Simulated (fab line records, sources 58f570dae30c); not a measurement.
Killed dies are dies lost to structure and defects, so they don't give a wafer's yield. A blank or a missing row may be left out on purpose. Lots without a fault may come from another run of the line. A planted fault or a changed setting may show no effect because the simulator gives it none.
fab line records | flow berkeley_cmos170
record lots=6 wafers=18 last_day=12
route steps=331 shown V1@256
lots that met no fault: from a run of the same line without faults
start_h: hours from the record's first day to the start of the lot's first wafer shown | wait_h: hours since the lot's step before | " the same as in the row above | L1.1+2: a row that stands for several wafers | - no value, or no start given | * or withheld: withheld | < > ~ a bound
route shown NAME@n: a module of which the file shows steps, and the number in the route of the first | usual: mean/standard deviation of fault-free wafers | same: alike in all rows | chamber/n: place in a boat | sites: the reading at each site | _std_site: their standard deviation | _edge_site: outer sites' mean less inner sites' | radius_mm: how far each site lies from the wafer's centre | mask NAME#n: copy n | behind: the tool/chamber that last shaped the wafer | hold: why the lot was held/for how many hours/how that ended | device: the transistor (n, p or np) that didn't switch | end of line: the same wafers' tests at the end of the route | a step without rows: its recipe alone | killed: dies lost to structure and defects at the first sort, not the wafer's yield | map: a wafer's dies, x killed, . not, _ none there
set.NAME: the setting as run; set.NAME@STEP: as run at that earlier step | model.NAME: the simulator's own value behind a step, which no gauge read
lots at some steps of the route; a table a step, a row a wafer
services: from which hour (start_h, from the record's first day; less than 0 if before it) a tool's chamber was out of use, for how many hours, and why
## steps
# step UCB170_V1_CMP_02
# recipe material=SiO2 down_force_psi=6 platen_rpm=60 pad_velocity_m_s=0.75398
# usual motor_current_A=16.0/1.5
# columns lot.wafer tool chamber start_h wait_h motor_current_A
L941.1 cmp-01 3 169.31 0.1 17.7
L941.4 " 0 " " 17.2
L941.2 " 2 " " 17.7
L942.2 cmp-01 3 181.17 0.0 17.9
L942.4 " 2 " " 17.7
L942.5 " 3 " " 17.9
L946.1 cmp-02 1 196.52 0.2 13.6
L946.4 " 3 " " 15.1
L946.5 " 0 " " 15.8
L950.3 cmp-01 1 221.92 0.3 14.6
L950.1 " 3 " " 17.1
L950.2 " 0 " " 16.8
L956.2 cmp-01 2 263.56 0.2 18.2
L956.3 " 0 " " 17.0
L956.4 " 1 " " 15.2
L958.3 cmp-01 2 263.96 0.4 16.4
L958.2 " 3 " " 17.4
L958.6 " 1 " " 15.5
# step UCB170_V1_BOW_MEAS_03
# recipe mode=bow
# usual V1_BOW=19/7.3
# columns lot.wafer tool chamber start_h wait_h V1_BOW[um]
L941.1 film_metro-01 - 169.61 0.2 27
L941.2 " - " " 30
L941.4 " - " " 13
L942.2 film_metro-04 - 181.49 0.3 26
L942.4 " - " " 24
L942.5 " - " " 21
L946.1 film_metro-01 - 196.77 0.2 35
L946.4 " - " " 17
L946.5 " - " " 10
L950.1 film_metro-01 - 222.22 0.1 0
L950.2 " - " " 31
L950.3 " - " " 21
L956.2 film_metro-03 - 263.88 0.3 8
L956.3 " - " " 11
L956.4 " - " " 14
L958.2 film_metro-01 - 264.18 0.1 16
L958.3 " - " " 9
L958.6 " - " " 7
# step UCB170_V1_THK_MEAS_04
# recipe reads=SiO2_of_V1_CVD_00
# usual V1_POLISHED_THK=1000.1/1.3
# columns lot.wafer tool chamber start_h wait_h V1_POLISHED_THK[nm]
L941.1 film_metro-01 - 169.73 0.1 998.9
L941.2 " - " " 999.7
L941.4 " - " " 999.0
L942.2 film_metro-04 - 181.60 0.1 999.0
L942.4 " - " " 1000.3
L942.5 " - " " 998.3
L946.1 film_metro-01 - 196.89 0.1 1000.0
L946.4 " - " " 1000.6
L946.5 " - " " 1001.2
L950.1 film_metro-01 - 222.34 0.1 999.9
L950.2 " - " " 1001.6
L950.3 " - " " 999.0
L956.2 film_metro-03 - 263.99 0.1 997.6
L956.3 " - " " 999.6
L956.4 " - " " 997.5
L958.2 film_metro-01 - 264.29 0.1 1000.0
L958.3 " - " " 999.6
L958.6 " - " " 999.2
# step UCB170_V1_CLEAN_05
# recipe chemistry=DIW
# step UCB170_V1_HMDS_06
# recipe prime_time_s=60 prime_temp_c=100
# step UCB170_V1_COAT_07
# recipe resist=KrF spin_rpm=1500 resist_thk_nm=900
# step UCB170_V1_SOFTBAKE_08
# recipe resist=KrF temp_c=130 time_s=60
# step UCB170_V1_EXPOSE_09
# recipe mask_id=VIA1 target_cd_nm=700 na=0.5 sigma_outer=0.6 source_shape=conventional dose_mj=37
# step UCB170_V1_PEB_10
# recipe peb_temp_c=130 peb_time_s=withheld resist=KrF
# step UCB170_V1_DEVELOP_11
# recipe developer=TMAH develop_time_s=45 resist=KrF dev_temp_c=21
# step UCB170_V1_CD_MEAS_12
# recipe target_cd_nm=700
# usual cd_nm=700.0/1.4
# columns lot.wafer tool chamber start_h wait_h cd_nm
L941.1 cd_sem-02 - 172.18 - 701.2
L941.2 " - " " 700.9
L941.4 " - " " 700.2
L942.2 cd_sem-02 - 182.84 - 701.4
L942.4 " - " " 700.3
L942.5 " - " " 699.9
L946.1 cd_sem-02 - 198.85 - 701.4
L946.4 " - " " 700.8
L946.5 " - " " 701.0
L950.1 cd_sem-01 - 223.61 - 699.9
L950.2 " - " " 700.7
L950.3 " - " " 698.8
L956.2 cd_sem-01 - 266.50 - 703.0
L956.3 " - " " 703.1
L956.4 " - " " 701.4
L958.2 cd_sem-02 - 266.60 - 699.6
L958.3 " - " " 698.9
L958.6 " - " " 698.8
# step UCB170_V1_OVL_MEAS_13
# usual V1_OVL=1/5.7
# columns lot.wafer tool chamber start_h wait_h V1_OVL[nm]
L941.1 overlay-01 - 172.33 0.1 1
L941.2 " - " " -7
L941.4 " - " " -3
L942.2 overlay-01 - 182.95 0.1 -3
L942.4 " - " " -3
L942.5 " - " " -7
L946.1 overlay-02 - 198.97 0.1 4
L946.4 " - " " -2
L946.5 " - " " 6
L950.1 overlay-01 - 223.73 0.1 2
L950.2 " - " " 6
L950.3 " - " " 13
L956.2 overlay-01 - 266.61 0.1 7
L956.3 " - " " 3
L956.4 " - " " 1
L958.2 overlay-02 - 266.70 0.1 8
L958.3 " - " " 6
L958.6 " - " " 3
# step UCB170_V1_ETCH_14
# recipe chemistry=CHF3/CF4/Ar target=SiO2 stop_on=Al CHF3_flow_sccm=45 cf4_flow_sccm=15 Ar_flow_sccm=150 pressure_mtorr=200 rf_w=700 target_depth_a=12500 over_etch_frac=0.25 time_s=291
# usual drypump_motor_current_A=5.8/0.47 oes_product_au=0.879/0.012 throttle_valve_pct=7.01/0.09
# columns lot.wafer tool chamber start_h wait_h drypump_motor_current_A oes_product_au rf_hours_counter_h throttle_valve_pct model.V1.feature_depth_nm model.etch.depth_nm model.KrF_of_V1_COAT_07.thk_nm
L941.1 rie_diel-03 0 172.37 0.0 5.1 0.883 14 6.95 998.6 998.6 613.2
L941.2 " 2 " " 6.4 0.847 72 7.07 1000 1000 608.3
L941.4 " 3 " " 5.5 0.864 85 7.07 998.7 998.7 607.5
L942.2 rie_diel-02 1 182.98 0.0 5.1 0.729 100 6.93 682.8 682.8 733.7
L942.4 " 3 " " 6.2 0.737 37 7.03 693 693 731.3
L942.5 " 0 " " 6.1 0.724 - 6.89 690.4 690.4 732.6
L946.1 rie_diel-02 2 199.00 0.0 5.8 0.732 49 7.14 683.8 683.8 731.5
L946.4 " 0 " " 6.1 0.732 - 6.89 697.3 697.3 728.1
L946.5 " 1 " " 5.2 0.724 - 6.96 689 689 730.9
L950.1 rie_diel-03 1 223.77 0.0 6.0 0.889 16 6.92 999.4 999.3 608.8
L950.2 " 0 " " 5.1 0.893 16 6.94 1001 1001 616.5
L950.3 " 3 " " 5.5 0.878 88 7.06 999.7 999.7 611.2
L956.2 rie_diel-02 3 266.64 0.0 6.2 0.888 40 7.04 998.7 998.5 614.4
L956.3 " 1 " " 5.1 0.889 104 6.95 999.9 999.9 612.9
L956.4 " 2 " " 5.8 0.883 52 7.13 998.8 998.8 617.8
L958.2 rie_diel-03 0 266.73 0.0 5.1 0.889 17 6.94 1000 1000 610.7
L958.3 " 2 " " 6.4 0.851 75 7.06 999.2 999.2 611.7
L958.6 " 1 " " 6.0 0.887 - 6.92 999.4 999.3 609.9
# step UCB170_V1_STRIP_15
# recipe chemistry=O2 power_w=400 pressure_mtorr=3500 platen_temp_c=withheld o2_flow_sccm=400 overash_fraction=0.5
# usual drypump_motor_current_A=5.5/0.35 oes_product_au=0.721/0.0048 strip_time_to_endpoint_s=15.32/0.093
# columns lot.wafer tool chamber start_h wait_h drypump_motor_current_A oes_product_au rf_hours_counter_h strip_time_to_endpoint_s
L941.1 plasma_asher-01 1 172.55 0.1 5.8 0.723 42 15.38
L941.2 " 0 " " 5.0 0.719 42 15.27
L941.4 " 0 " " 5.0 0.727 - 15.24
L942.2 plasma_asher-04 1 183.16 0.1 5.5 0.722 44 18.20
L942.4 " 0 " " 5.1 0.723 - 18.15
L942.5 " 1 " " 5.5 0.725 - 18.18
L946.1 plasma_asher-03 0 199.18 0.1 5.9 0.731 9 18.13
L946.4 " 0 " " 5.9 0.725 - 18.05
L946.5 " 0 " " 5.9 0.724 - 18.12
L950.1 plasma_asher-01 0 223.95 0.1 5.0 0.720 47 15.29
L950.2 " 1 " " 5.8 0.718 47 15.46
L950.3 " 1 " " 5.8 0.716 - 15.33
L956.2 plasma_asher-01 1 266.82 0.1 5.8 0.720 51 15.42
L956.3 " 0 " " 4.9 0.727 - 15.38
L956.4 " 1 " " 5.8 0.722 - 15.49
L958.2 plasma_asher-03 0 266.91 0.1 5.9 0.719 16 15.31
L958.3 " 1 " " 5.3 0.734 - 15.34
L958.6 " 1 " " 5.3 0.723 - 15.30
# step UCB170_V1_CD_MEAS_90
# recipe target_cd_nm=700
# usual cd_nm=700.2/1.5
# columns lot.wafer tool chamber start_h wait_h cd_nm
L941.1 cd_sem-01 - 172.65 0.1 701.0
L941.2 " - " " 702.0
L941.4 " - " " 700.7
L942.2 cd_sem-01 - 183.28 0.1 696.9
L942.4 " - " " 696.1
L942.5 " - " " 696.4
L946.1 cd_sem-02 - 199.28 0.1 697.6
L946.4 " - " " 696.6
L946.5 " - " " 696.3
L950.1 cd_sem-01 - 224.05 0.1 700.4
L950.2 " - " " 700.1
L950.3 " - " " 698.9
L956.2 cd_sem-02 - 266.94 0.1 702.6
L956.3 " - " " 702.4
L956.4 " - " " 701.3
L958.2 cd_sem-01 - 267.03 0.1 700.2
L958.3 " - " " 700.0
L958.6 " - " " 700.0
## services
# columns tool chamber start_h hours kind
plasma_asher-01 - 145.87 6.6 repair
cmp-02 - 157.71 0.5 repair
cmp-01 - 162.18 0.2 repair
rie_diel-02 0 163.29 4.0 repair
rie_diel-02 3 197.94 9.5 repair
plasma_asher-01 - 209.15 2.3 repair
cmp-02 - 212.01 4.9 pm
plasma_asher-04 - 214.87 0.4 repair
cmp-02 - 222.26 1.3 repair
cmp-02 - 226.24 12.6 pm
cmp-02 - 238.81 4.0 pm
cmp-02 - 242.81 - consumable_replace:conditioner
cmp-02 - 242.81 - consumable_replace:pad
plasma_asher-03 - 252.85 5.8 repair
cmp-02 - 259.80 1.1 repair
## key
first_sign step=UCB170_V1_ETCH_14 reading=oes_product_au direction=down sigmas=12 usual=0.879 struck=0.730
effect step=UCB170_V1_STRIP_15 reading=strip_time_to_endpoint_s direction=up sigmas=30 usual=* struck=*
effect step=UCB170_V1_CD_MEAS_90 reading=cd_nm direction=down sigmas=2.4 usual=700.2 struck=696.7
model_effect step=UCB170_V1_ETCH_14 value=V1.feature_depth_nm without=999.7 struck=689.4
met_at UCB170_V1_ETCH_14
struck_wafers L942.2,L942.4,L942.5,L946.1,L946.4,L946.5
later_rows_left_out L942.2,L942.4,L942.5,L946.1,L946.4,L946.5
sort_left_out L942.2,L942.4,L942.5,L946.1,L946.4,L946.5
fault kind=process_parameter_drift tool=rie_diel-02 chamber=- onset_h=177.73 steps=UCB170_V1_ETCH_14 channel=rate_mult offset=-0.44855 shape=step end_h=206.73
# sort_left_out: the simulated sort isn't trusted on such a fault, so these wafers' sort isn't shown, and their yield isn't known
# later_rows_left_out: the simulator's readings of these wafers behind a module that went badly wrong aren't trusted and aren't shown, but for the sort
